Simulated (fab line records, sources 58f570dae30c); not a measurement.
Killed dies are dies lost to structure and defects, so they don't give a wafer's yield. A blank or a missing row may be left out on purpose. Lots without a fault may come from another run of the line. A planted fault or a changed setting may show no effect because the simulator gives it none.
Split-lot experiment | flow berkeley_cmos170 | 5 lots, 23 wafers read, on a route of 331 steps

THE SPLIT
At UCB170_PWELL_IMPLANT_15, the setting dose_cm2 was moved away from the recipe's 5e+12 on 11 of the 23 wafers read, by -7.4% to -4.2%. The other wafers ran this setting at the recipe's value.

FROM THE SPLIT TO THE READING: what the file shows between them, 1 step
- UCB170_PWELL_STRIP_16: strips in O2

THE READING
PWELL_TW, at UCB170_PWELL_TW_MEAS_17. Fault-free wafers of this fab line usually give 378, standard deviation 4.

wafer  | tool, chamber at the split | dose_cm2 as run | against the recipe | PWELL_TW | against lot-mates on the recipe
L074.2 | implanter-04, 0            | 5e+12           | recipe             | 379      | -
L074.3 | implanter-04, 0            | 4.682e+12       | -6.4%              | 371      | -7
L074.4 | implanter-04, 0            | 5e+12           | recipe             | 377      | -
L074.5 | implanter-04, 0            | 4.682e+12       | -6.4%              | 374      | -4
L074.6 | implanter-04, 0            | 5e+12           | recipe             | 379      | -
L078.1 | implanter-02, 0            | 4.788e+12       | -4.2%              | 365      | -6
L078.3 | implanter-02, 0            | 4.788e+12       | -4.2%              | 367      | -4
L078.4 | implanter-02, 0            | 5e+12           | recipe             | 371      | -
L078.5 | implanter-02, 0            | 5e+12           | recipe             | 371      | -
L078.6 | implanter-02, 0            | 4.788e+12       | -4.2%              | 365      | -6
L081.1 | implanter-02, 0            | 5e+12           | recipe             | 381      | -
L081.3 | implanter-02, 0            | 5e+12           | recipe             | 383      | -
L081.4 | implanter-02, 0            | 5e+12           | recipe             | 383      | -
L084.1 | implanter-03, 0            | 5e+12           | recipe             | 381      | -
L084.2 | implanter-03, 0            | 4.632e+12       | -7.4%              | 367      | -14
L084.3 | implanter-03, 0            | 4.632e+12       | -7.4%              | 370      | -10
L084.5 | implanter-03, 0            | 4.632e+12       | -7.4%              | 368      | -12
L084.6 | implanter-03, 0            | 5e+12           | recipe             | 380      | -
L085.1 | implanter-03, 0            | 4.696e+12       | -6.1%              | 370      | -8
L085.3 | implanter-03, 0            | 4.696e+12       | -6.1%              | 371      | -7
L085.4 | implanter-03, 0            | 5e+12           | recipe             | 378      | -
L085.5 | implanter-03, 0            | 4.696e+12       | -6.1%              | 370      | -8
L085.6 | implanter-03, 0            | 5e+12           | recipe             | 378      | -

THE FIT
A straight line over all 23 wafers: PWELL_TW changes by +1.4 for each +1% of dose_cm2; r = +0.75; the points scatter about the line by 4.
The same after taking each lot's own level away (the mean of its wafers on the recipe; 23 wafers): +1.37 for each +1%; r = +0.94; scatter 1.5.
On that fit, the largest move of dose_cm2 shifts the reading by 10.
The lots' own levels span 371.0 to 382.3, that is 2.8 times the standard deviation above.
So the lot-to-lot level blurs the effect unless lot-mates are compared.
Check: with one of the wafers moved furthest among these (-7.4%) left out of the fit, the line predicts -9.39 for it against its lot-mates. It came out at -13.5 against them.

OTHER SPLITS ON THESE WAFERS
These wafers also went through other splits before the reading. Each is held against what the fit with the lots' levels taken away leaves over:
other split on the same wafers | wafers away from the commonest value | r with PWELL_TW (lot level and that fit taken away)
UCB170_NWELL_PEB_10 peb_temp_c | 7                                    | -0.16
UCB170_NWELL_ETCH_13 time_s    | 5                                    | -0.14

THE FILE'S OWN FIT
PWELL_TW changes by +1.31 for each +1% of dose_cm2, r = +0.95.
